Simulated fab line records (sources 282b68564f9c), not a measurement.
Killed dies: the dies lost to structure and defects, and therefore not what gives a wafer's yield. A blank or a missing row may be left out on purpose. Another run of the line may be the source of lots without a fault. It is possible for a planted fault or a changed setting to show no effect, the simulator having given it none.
What tool caused it? :: flow rit cmos :: 14 lots with 42 wafers sampled at 2 steps, on a route of 202 steps

WHAT EACH GAUGE READ, for each wafer
RIT_PWELL_OVL_MEAS_06.
lot: L552
measured: day 1 23:49
on: overlay-01
PWELL_OVL (nm): 2.7 3.7 3.8

lot: L554
measured: day 2 09:40
on: overlay-01
PWELL_OVL (nm): 1.2 3.5 3.3

lot: L557
measured: day 3 01:25
on: overlay-01
PWELL_OVL (nm): - - -

lot: L558
measured: day 3 06:23
on: overlay-01
PWELL_OVL (nm): - - -

lot: L564
measured: day 4 13:16
on: overlay-01
PWELL_OVL (nm): -0.3 0.1 -1.1

lot: L565
measured: day 4 17:25
on: overlay-01
PWELL_OVL (nm): 2.3 2.4 0.3

lot: L566
measured: day 4 21:59
on: overlay-01
PWELL_OVL (nm): 2.0 2.5 2.3

lot: L567
measured: day 5 03:47
on: overlay-01
PWELL_OVL (nm): 0.9 0.3 1.4

lot: L568
measured: day 5 08:36
on: overlay-01
PWELL_OVL (nm): 1.5 -0.8 1.1

lot: L569
measured: day 5 12:26
on: overlay-01
PWELL_OVL (nm): -0.2 2.7 4.1

lot: L570
measured: day 5 18:27
on: overlay-02
PWELL_OVL (nm): 0.3 1.9 -0.1

lot: L571
measured: day 5 22:35
on: overlay-01
PWELL_OVL (nm): -0.8 1.4 -0.2

lot: L572
measured: day 6 02:55
on: overlay-01
PWELL_OVL (nm): 0.3 0.0 0.3

lot: L573
measured: day 6 09:03
on: overlay-02
PWELL_OVL (nm): 1.1 1.1 0.9

WHAT TOOL EACH LOT RAN ON (gives the tool, then ch and the chambers of the sampled wafers, and finally the start)
lot: L552
RIT_PWELL_COAT_01: litho track-03 ch 0, day 1 23:01

lot: L554
RIT_PWELL_COAT_01: litho track-03 ch 0, day 2 08:52

lot: L557
RIT_PWELL_COAT_01: litho track-01, day 3 00:41

lot: L558
RIT_PWELL_COAT_01: litho track-04, day 3 05:34

lot: L564
RIT_PWELL_COAT_01: litho track-03 ch 0, day 4 12:26

lot: L565
RIT_PWELL_COAT_01: litho track-03 ch 0, day 4 16:42

lot: L566
RIT_PWELL_COAT_01: litho track-03 ch 0, day 4 21:16

lot: L567
RIT_PWELL_COAT_01: litho track-03 ch 0, day 5 02:56

lot: L568
RIT_PWELL_COAT_01: litho track-01 ch 0, day 5 07:55

lot: L569
RIT_PWELL_COAT_01: litho track-01 ch 0, day 5 11:35

lot: L570
RIT_PWELL_COAT_01: litho track-04 ch 0, day 5 17:46

lot: L571
RIT_PWELL_COAT_01: litho track-01 ch 0, day 5 21:51

lot: L572
RIT_PWELL_COAT_01: litho track-01 ch 0, day 6 01:56

lot: L573
RIT_PWELL_COAT_01: litho track-04 ch 0, day 6 08:13
- RIT_PWELL_COAT_01: resist thk 1300 nm.

WHAT THE TOOLS THEMSELVES READ (means of the sampled wafers that have a number; where no wafer has one, the mark that the record gives instead)
RIT_PWELL_COAT_01.
lot: L552
tool: litho track-03
chill plate temp C (C): 22.95
dispense pressure kPa (kPa): 52.2

lot: L554
tool: litho track-03
chill plate temp C (C): 23.03
dispense pressure kPa (kPa): 52.2

lot: L557
tool: litho track-01
chill plate temp C (C): -
dispense pressure kPa (kPa): -

lot: L558
tool: litho track-04
chill plate temp C (C): -
dispense pressure kPa (kPa): -

lot: L564
tool: litho track-03
chill plate temp C (C): 23.00
dispense pressure kPa (kPa): 52.2

lot: L565
tool: litho track-03
chill plate temp C (C): 22.93
dispense pressure kPa (kPa): 52.2

lot: L566
tool: litho track-03
chill plate temp C (C): 23.01
dispense pressure kPa (kPa): 52.2

lot: L567
tool: litho track-03
chill plate temp C (C): 22.97
dispense pressure kPa (kPa): 52.2

lot: L568
tool: litho track-01
chill plate temp C (C): 22.87
dispense pressure kPa (kPa): 49.4

lot: L569
tool: litho track-01
chill plate temp C (C): 23.10
dispense pressure kPa (kPa): 49.4

lot: L570
tool: litho track-04
chill plate temp C (C): 22.99
dispense pressure kPa (kPa): 53.3

lot: L571
tool: litho track-01
chill plate temp C (C): 22.92
dispense pressure kPa (kPa): 49.4

lot: L572
tool: litho track-01
chill plate temp C (C): 23.13
dispense pressure kPa (kPa): 49.4

lot: L573
tool: litho track-04
chill plate temp C (C): 22.99
dispense pressure kPa (kPa): 53.3

THE ANSWER, worked out from the rows above alone
Rule: what is usual is taken from the lots themselves. The widest of any qualifying gaps counts: lots, ordered by their means at a reading, are off when they make up no more than a third of the lots, leave a main group of 4 or more, and stand apart from it by 3 or more times the standard deviation of that group's means. A main group is skipped when, at the precision printed for the reading in the tables above, its means are all equal. Also off: a lot with no number at a reading for which 4 or more lots have one. The other lots that the step has rows for count as sound. First the gauges in route order, then the tools' own readings, where a lot's mean is used as printed above. The first step at which some lot is off is used, and at that step the reading that is off furthest; a lot without a number counts as furthest.
Off: at RIT_PWELL_OVL_MEAS_06 (PWELL_OVL), L557, L558. Without a number there: L557, L558. Mean 1.3 nm and standard deviation 1.1 in the main group.
If a tool, at a process step before that reading, ran all the lots that are off and no sound lot after the first of them, it fits. The gauges at RIT_PWELL_OVL_MEAS_06 aren't tried: what is off there is off at RIT_PWELL_COAT_01 too, on other tools, and a gauge's error can't cause that. Of those tried, none fits.

WHAT WAS PUT IN BY THE SIMULATOR
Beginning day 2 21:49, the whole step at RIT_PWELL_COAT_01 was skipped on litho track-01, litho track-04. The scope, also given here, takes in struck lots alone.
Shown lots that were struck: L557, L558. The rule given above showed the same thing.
